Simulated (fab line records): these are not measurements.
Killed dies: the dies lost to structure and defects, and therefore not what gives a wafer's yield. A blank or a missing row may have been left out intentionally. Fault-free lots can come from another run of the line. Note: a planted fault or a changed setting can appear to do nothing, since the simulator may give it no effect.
Which tool did it?	flow berkeley-cmos170	45 wafers from 15 lots sampled at 6 of the route's 331 steps

== WHAT THE GAUGES READ, wafer by wafer ==
UCB170_PSD_TW_MEAS_10. Usual: for PSD_TW the level is 2324 and the standard deviation is 20.
lot	measured	on	PSD_TW	flag
L542	day 8 05:26	film-metro-04	2327 2320 2323	
L544	day 8 10:17	film-metro-02	2286 2279 2286	
L547	day 8 20:02	film-metro-01	2331 2329 2327	
L545	day 8 20:20	film-metro-02	2279 2287 2287	
L550	day 9 09:41	film-metro-01	2340 2331 2334	
L551	day 9 09:24	film-metro-04	2340 2349 2347	
L549	day 9 09:08	film-metro-02	2306 2303 2301	
L553	day 9 19:59	film-metro-04	2350 2339 2353	
L552	day 9 20:03	film-metro-04	2360 2359 2366	
L554	day 10 09:29	film-metro-02	2287 2271 2296	
L557	day 10 15:40	film-metro-01	2345 2332 2326	
L558	day 11 15:50	film-metro-04	2329 2327 2311	
L562	day 11 15:57	film-metro-02	2297 2298 2302	
L561	day 11 16:06	film-metro-01	2342 2332 2336	
L565	day 12 21:07	film-metro-04	2328 2334 2331	

UCB170_NSD_CD_MEAS_06: target cd 1200 nm. Usual: cd-nm 1200.0 nm, standard deviation 1.3.
lot	measured	on	cd-nm (nm)	flag
L542	day 8 07:55	cd-sem-02	1199.8 1199.2 1199.5	
L544	day 8 12:19	cd-sem-01	1200.7 1200.5 1201.4	
L547	day 8 21:29	cd-sem-01	1200.0 1200.2 1201.0	
L545	day 8 21:41	cd-sem-02	1201.2 1200.5 1199.7	
L550	day 9 11:01	cd-sem-01	1199.3 1198.5 1198.2	
L551	day 9 10:50	cd-sem-01	1200.9 1201.0 1201.3	
L549	day 9 10:27	cd-sem-02	1201.7 1198.3 1199.7	
L553	day 9 23:44	cd-sem-02	1198.7 1197.4 1199.2	
L552	day 9 23:52	cd-sem-01	1200.3 1200.6 1200.0	
L554	day 10 11:17	cd-sem-01	1198.0 1198.4 1198.5	
L557	day 10 19:55	cd-sem-02	1198.9 1198.6 1198.4	
L558	day 11 18:07	cd-sem-01	1199.5 1199.7 1198.5	
L562	day 11 17:48	cd-sem-02	1199.1 1199.1 1198.5	
L561	day 11 17:49	cd-sem-01	1200.1 1199.2 1199.3	
L565	day 12 23:04	cd-sem-02	1201.0 1201.9 1202.7	

UCB170_SDANNEAL_RS_MEAS_02: uses a four-point probe to measure. Usual: for PSD_RS the level is 75.6 ohm/sq and the standard deviation is 0.3.
lot	measured	on	PSD_RS (ohm/sq)	flag
L542	day 8 10:38	film-metro-02	75.1 75.3 75.1	
L544	day 8 14:14	film-metro-04	75.5 75.5 75.3	
L547	day 9 00:32	film-metro-01	75.5 75.3 75.6	
L545	day 9 00:51	film-metro-04	75.8 75.9 75.9	
L550	day 9 15:11	film-metro-04	75.4 75.5 75.8	
L551	day 9 14:58	film-metro-02	74.9 75.1 75.2	
L549	day 9 14:59	film-metro-01	75.4 75.4 75.5	
L553	day 10 01:18	film-metro-01	75.8 75.2 75.7	
L552	day 10 01:47	film-metro-02	75.9 75.5 75.8	
L554	day 10 13:13	film-metro-04	75.7 76.3 75.8	
L557	day 10 21:40	film-metro-04	69.7 69.9 70.0	OFF
L558	day 11 20:08	film-metro-01	69.7 70.0 69.8	OFF
L562	day 11 19:21	film-metro-04	75.7 75.9 76.2	
L561	day 11 19:25	film-metro-01	69.5 69.5 69.6	OFF
L565	day 13 00:37	film-metro-01	75.8 75.6 75.8	

UCB170_SDANNEAL_RS_MEAS_03: uses a four-point probe to measure. Usual: for NSD_RS the level is 37.26 ohm/sq and the standard deviation is 0.079.
lot	measured	on	NSD_RS (ohm/sq)	flag
L542	day 8 10:46	film-metro-02	37.13 37.15 37.18	
L544	day 8 14:22	film-metro-04	37.25 37.20 37.22	
L547	day 9 00:40	film-metro-01	37.21 37.17 37.25	
L545	day 9 00:58	film-metro-04	37.28 37.28 37.31	
L550	day 9 15:19	film-metro-04	37.26 37.39 37.35	
L551	day 9 15:05	film-metro-02	37.23 37.17 37.27	
L549	day 9 15:06	film-metro-01	37.32 37.22 37.21	
L553	day 10 01:25	film-metro-01	37.24 37.22 37.35	
L552	day 10 01:54	film-metro-02	37.37 37.24 37.36	
L554	day 10 13:20	film-metro-04	37.30 37.26 37.26	
L557	day 10 21:47	film-metro-04	36.13 36.15 36.06	OFF
L558	day 11 20:16	film-metro-01	36.01 36.00 35.99	OFF
L562	day 11 19:28	film-metro-04	37.27 37.24 37.29	
L561	day 11 19:32	film-metro-01	35.96 35.91 35.97	OFF
L565	day 13 00:44	film-metro-01	37.14 37.09 37.18	

== EACH LOT AND THE TOOL THAT RAN IT (in order: tool; ch and the chambers of the sampled wafers; start) ==
lot	UCB170_PLDD_STRIP_10	UCB170_SDANNEAL_RTA_01
L542	plasma-asher-01 ch 0, day 7 17:23	rtp-anneal-02 ch 0, day 8 10:25
L544	plasma-asher-01 ch 0,1, day 8 01:27	rtp-anneal-02 ch 0, day 8 14:00
L547	plasma-asher-04 ch 0,1, day 8 10:29	rtp-anneal-02 ch 0, day 9 00:26
L545	plasma-asher-03 ch 0,1, day 8 10:46	rtp-anneal-02 ch 0, day 9 00:44
L550	plasma-asher-04 ch 0,1, day 8 22:43	rtp-anneal-02 ch 0, day 9 15:07
L551	plasma-asher-04 ch 0,1, day 8 22:57	rtp-anneal-01 ch 0, day 9 14:54
L549	plasma-asher-01 ch 0,1, day 8 23:12	rtp-anneal-02 ch 0, day 9 14:55
L553	plasma-asher-01 ch 0,1, day 9 11:41	rtp-anneal-01 ch 0, day 10 01:14
L552	plasma-asher-04 ch 0,1, day 9 12:08	rtp-anneal-02 ch 0, day 10 01:41
L554	plasma-asher-04 ch 0,1, day 9 22:59	rtp-anneal-01 ch 0, day 10 13:09
L557	plasma-asher-01 ch 0,1, day 10 06:13	rtp-anneal-01 ch 0, day 10 21:33
L558	plasma-asher-01 ch 0,1, day 11 04:33	rtp-anneal-01 ch 0, day 11 20:02
L562	plasma-asher-04 ch 0,1, day 11 04:47	rtp-anneal-02 ch 0, day 11 19:17
L561	plasma-asher-03 ch 0,1, day 11 04:51	rtp-anneal-01 ch 0, day 11 19:21
L565	plasma-asher-01 ch 0,1, day 12 12:07	rtp-anneal-02 ch 0, day 13 00:32
- UCB170_PLDD_STRIP_10: strips in O2.
- UCB170_SDANNEAL_RTA_01: time 5 s.

== AS READ BY THE TOOLS THEMSELVES (means over the sampled wafers that have a number; for cases with no such wafer, the mark the record gives instead) ==
UCB170_PLDD_STRIP_10. Usual: drypump-motor-current-A 5.8 A, standard deviation 0.31; oes-product-au 0.734 a.u., standard deviation 0.0045; strip-time-to-endpoint-s 21.62 s, standard deviation 0.055.
lot	tool	drypump-motor-current-A (A)	oes-product-au (a.u.)	strip-time-to-endpoint-s (s)	flag
L542	plasma-asher-01	5.6	0.730	21.65	
L544	plasma-asher-01	6.0	0.739	21.68	
L547	plasma-asher-04	5.8	0.733	21.61	
L545	plasma-asher-03	5.3	0.732	21.64	
L550	plasma-asher-04	5.8	0.736	21.65	
L551	plasma-asher-04	5.8	0.733	21.56	
L549	plasma-asher-01	6.0	0.734	21.59	
L553	plasma-asher-01	6.0	0.728	21.63	
L552	plasma-asher-04	5.8	0.733	21.60	
L554	plasma-asher-04	5.9	0.731	21.69	
L557	plasma-asher-01	6.1	0.730	21.56	
L558	plasma-asher-01	5.8	0.733	21.57	
L562	plasma-asher-04	5.8	0.730	21.60	
L561	plasma-asher-03	5.4	0.735	21.62	
L565	plasma-asher-01	5.8	0.736	21.69	

UCB170_SDANNEAL_RTA_01. Usual: lamp-power-pct 36.92 %, standard deviation 0.24; wafer_temp_C_max 1054.7, standard deviation 1.2.
lot	tool	lamp-power-pct (%)	wafer_temp_C_max	flag
L542	rtp-anneal-02	37.10	1054.6	
L544	rtp-anneal-02	37.06	1055.6	
L547	rtp-anneal-02	37.09	1055.6	
L545	rtp-anneal-02	37.09	1055.2	
L550	rtp-anneal-02	37.11	1054.5	
L551	rtp-anneal-01	36.56	1053.3	
L549	rtp-anneal-02	37.11	1055.0	
L553	rtp-anneal-01	36.58	1054.0	
L552	rtp-anneal-02	37.07	1055.5	
L554	rtp-anneal-01	36.58	1053.8	
L557	rtp-anneal-01	36.59	1053.1	
L558	rtp-anneal-01	36.59	1053.5	
L562	rtp-anneal-02	37.11	1055.9	
L561	rtp-anneal-01	36.60	1054.3	
L565	rtp-anneal-02	37.11	1054.9	

== THE ANSWER, worked out from the rows above alone ==
Rule: a lot is off if the mean of its wafers that have a number lies more than 3 standard deviations from the usual mean. A lot without any number at a reading at which 4 lots or more have one is off too. Any other lot the step has rows for is counted as sound. Order of review: gauges by route order, followed by the tools' own readings, for which a lot's mean as printed above is used. The first step at which some lot is off is used, and at that step the reading that is off furthest; a lot without a number counts as furthest.
Off: at UCB170_SDANNEAL_RS_MEAS_02 (PSD_RS), L557, L558, L561.
If a tool, at a process step before that reading, ran all the lots that are off and no sound lot after the first of them, it fits. Gauges at UCB170_SDANNEAL_RS_MEAS_02: tried the same way as those tools. One candidate fits, namely rtp-anneal-01 at UCB170_SDANNEAL_RTA_01. A fault onset in the window from L554 (day 10 13:09, its last sound lot) to L557 (day 10 21:33, its first lot off) fits.

== WHAT THE SIMULATOR HAD PUT IN ==
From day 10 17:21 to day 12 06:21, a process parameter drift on rtp-anneal-01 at UCB170_SDANNEAL_RTA_01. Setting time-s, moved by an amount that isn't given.
Lots struck among those shown: L557, L558, L561. The rule given above showed the same thing.
